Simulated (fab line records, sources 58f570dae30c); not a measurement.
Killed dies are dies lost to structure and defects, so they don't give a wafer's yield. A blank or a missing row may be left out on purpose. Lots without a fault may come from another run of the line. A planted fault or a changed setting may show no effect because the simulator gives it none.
Problem report in the 8D (eight disciplines) form, filled by code | flow berkeley_cmos170 | the parts of the form that need people (team, actions taken, sign-off) are left out

1. THE PROBLEM
heater_power_total_W at UCB170_ZERO_SOFTBAKE_02 reads a mean of 59.73 W on 6 wafers of 2 lots; wafers without a fault read 56.80 W with a standard deviation of 0.046. That is +64 standard deviations from the usual mean.
The step: time 60 s.
First seen on wafer L494.2, day 4 01:42, on litho_track-01. The record holds 42 wafers of 14 lots with a number at this step. Rule for "out", or "out of limits": more than 4 standard deviations from the usual mean. The other wafers with a number count as sound.

2. WHAT IT IS AND WHAT IT IS NOT
question                    | is                                 | is not
which readings at this step | heater_power_total_W, run_length_s | chill_plate_temp_C
which lots                  | L494, L496                         | L484, L486, L487, L488, L493, L498, L500, L501, L503, L504, L506, L507
which wafers of those lots  | all that have a number             | -
read on which tools         | litho_track-01                     | litho_track-02, litho_track-04
when                        | from day 4 01:42                   | up to then (15 sound wafers); but 21 sound wafers of L498, L500, L501, L503, L504, L506, L507 came after

3. SUSPECTS, AND WHAT RULES EACH OUT
Counting: a tool at a process step up to the reading stays a suspect if it ran every lot that is out and no sound lot after the first of them.
- litho_track-01 at UCB170_ZERO_SOFTBAKE_02 (time 60 s): kept. It ran every lot that is out, first L494 (day 4 01:42), and no sound lot after that; its last sound lot up to then is L484 (day 1 21:39). Its own readings are out on those wafers: heater_power_total_W, run_length_s.
Left after counting: litho_track-01 at UCB170_ZERO_SOFTBAKE_02.

4. THE CAUSE (what the simulator had put in)
Process parameter drift: litho_track-01, from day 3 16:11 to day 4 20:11, at UCB170_ZERO_SOFTBAKE_02. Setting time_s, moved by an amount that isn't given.
Counting left only this tool.

5. THE CHAIN OF EFFECTS, in route order
Each row: a reading whose mean over the struck wafers that have a number lies more than 3 standard deviations from the usual. Only readings for which the record gives a usual standard deviation are gone through. hours: the time from each lot's start at the first step in this table that gives one to its start at this step, as a median over the lots. sigmas: the change in usual standard deviations.
hours | step                    | reading              | usual   | on struck wafers | change | sigmas
0     | UCB170_ZERO_SOFTBAKE_02 | heater_power_total_W | 56.80 W | 59.73            | +2.93  | +64
0     | UCB170_ZERO_SOFTBAKE_02 | run_length_s         | 88.95 s | 79.41            | -9.54  | -56
The process steps in it:
- UCB170_ZERO_SOFTBAKE_02: time 60 s.
Later measuring or inspecting steps at which every struck wafer that the step has a row for has a number for every such reading, and none has moved that far: UCB170_PLDD_TW_MEAS_11.

6. WHAT WOULD HAVE CAUGHT IT SOONER
In this record the first reading out of limits was taken at day 4 01:42, 10 hours after the fault began at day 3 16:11.
